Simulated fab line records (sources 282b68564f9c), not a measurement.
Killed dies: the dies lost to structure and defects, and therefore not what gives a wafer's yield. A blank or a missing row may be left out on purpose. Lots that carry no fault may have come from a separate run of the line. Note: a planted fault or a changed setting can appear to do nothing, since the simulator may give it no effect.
Struck lot and sound lot, side by side    flow rit_cmos    18 out of 202 route steps
Sound: these wafers, L471.1, L471.4, L471.5. The struck wafers were L483.1, L483.4, L483.6. The cause is named last.
At each step with rows: each side's tool, then ch and its chambers, then its first start. Under that, the readings that differ: sound wafers    struck wafers    difference of the means    sigmas: that difference in standard deviations of wafers without a fault.
alike: words and numbers the same on both sides, and readings whose means are apart by under 2 such deviations; not compared: readings that were withheld, readings missing a value for some wafer, numbers with overlapping values and no deviation given by the record, and bounds like >300 which may hide the same value.
A row with sigmas, a row that says differs or no value, or rows on one side alone: a step with any of these is where the two part. Non-overlapping numbers with no deviation appear without sigmas and do not part them. A reading that every wafer of one side lacks parts them only if that side has two wafers or more.

first, 4 steps without rows for these wafers: RIT_PSD_SOFTBAKE_02 (time 60 s); RIT_PSD_EXPOSE_03 (exposes mask M10, target cd 40900 nm); RIT_PSD_PEB_04; RIT_PSD_DEVELOP_05 (develop time 50 s).
RIT_PSD_OVL_MEAS_06:
  sound: overlay-02 at day 3 09:35; struck: overlay-01 at day 6 04:08
  alike: PSD_OVL
then, 2 steps without rows for these wafers: RIT_PSD_HARDBAKE_07 (time 60 s); RIT_PSD_IMPLANT_08.
RIT_PSD_STRIP_09: strips in O2, time 180 s.
  sound on plasma_asher-03 ch 0,1, day 3 09:55; struck on plasma_asher-03 ch 0,1, day 6 04:28
  alike: chamber_pressure_mTorr, drypump_motor_current_A
  not compared: rf_hours_counter_h
RIT_PSD_TW_MEAS_10:
  sound: film_metro-03 at day 3 10:05; struck: film_metro-03 at day 6 04:38
  alike: PSD_TW
then, 3 steps without rows for these wafers: RIT_SDANNEAL_CLEAN_00 (cleans in SC1, time 600 s); RIT_SDANNEAL_CLEAN_01 (cleans in dHF, time 30 s); RIT_SDANNEAL_CLEAN_02 (cleans in SC2, time 600 s).
RIT_SDANNEAL_RTA_03: time 5 s.
  sound on rtp_anneal-02 ch 0, day 3 10:31; struck on rtp_anneal-02 ch 0, day 6 05:25
  alike: wafer_temp_C_max
RIT_SDANNEAL_RS_MEAS_04: the measuring method here is four-point-probe.
  sound: film_metro-03 at day 3 10:34; struck: film_metro-01 at day 6 05:29
reading          sound                 struck                difference  sigmas
PSD_RS (ohm/sq)  115.97 116.40 116.04  113.81 113.84 113.80  -2.32       -8
RIT_SDANNEAL_RS_MEAS_05: the measuring method here is four-point-probe.
  sound: film_metro-03 at day 3 10:41; struck: film_metro-01 at day 6 05:36
  alike: NSD_RS
RIT_SDANNEAL_RS_MEAS_06: the measuring method here is four-point-probe.
  sound: film_metro-03 at day 3 10:49; struck: film_metro-01 at day 6 05:43
reading           sound              struck             difference  sigmas
PLDD_RS (ohm/sq)  178.2 178.5 178.3  176.3 176.1 176.0  -2.2        -4
RIT_SDANNEAL_RS_MEAS_07: the measuring method here is four-point-probe.
  sound: film_metro-03 at day 3 10:56; struck: film_metro-01 at day 6 05:50
  alike: NLDD_RS
RIT_M1_PROBE_99:
  sound: prober-01 at day 3 17:52; struck: prober-01 at day 6 13:13
reading                                     sound                    struck                   difference  sigmas
model.etest.pmos_0p15.off_log10_a_um        -10.4 -10.72 -10.38      -9.472 -9.293 -9.558     +1.059      
model.etest.retro_edge_pmos.off_log10_a_um  -10.34 -10.74 -10.32     -9.224 -9.029 -9.517     +1.210      
model.etest.pmos_0p15.bv_v (V)              5.685 5.685 5.673        5.549 5.397 5.607        -0.163      
model.etest.vpnp.gain                       1.077 1.08 1.096         1.148 1.118 1.146        +0.053      
model.etest.diode_pplus_comb.cj_ff_um2      1.98 1.995 1.989         2.056 2.064 2.054        +0.070      
model.etest.diode_pplus_nwell.cj_ff_um2     1.666 1.649 1.665        1.738 1.734 1.749        +0.080      
model.etest.pmos_0p15.vt_sat_v (V)          -0.2968 -0.3129 -0.3018  -0.2393 -0.2268 -0.2374  +0.0693     
  alike: killed_at_front_end, killed_dies, killed_open, killed_short
  not compared: model.etest.contact_nplus.end_ohm_um

WHERE THEY PART
First at RIT_SDANNEAL_RS_MEAS_04; last, within this record, at RIT_SDANNEAL_RS_MEAS_06. Later steps at which nothing parts them and some readings are alike: RIT_SDANNEAL_RS_MEAS_07, RIT_M1_PROBE_99.

WHY: what had been put in by the simulator
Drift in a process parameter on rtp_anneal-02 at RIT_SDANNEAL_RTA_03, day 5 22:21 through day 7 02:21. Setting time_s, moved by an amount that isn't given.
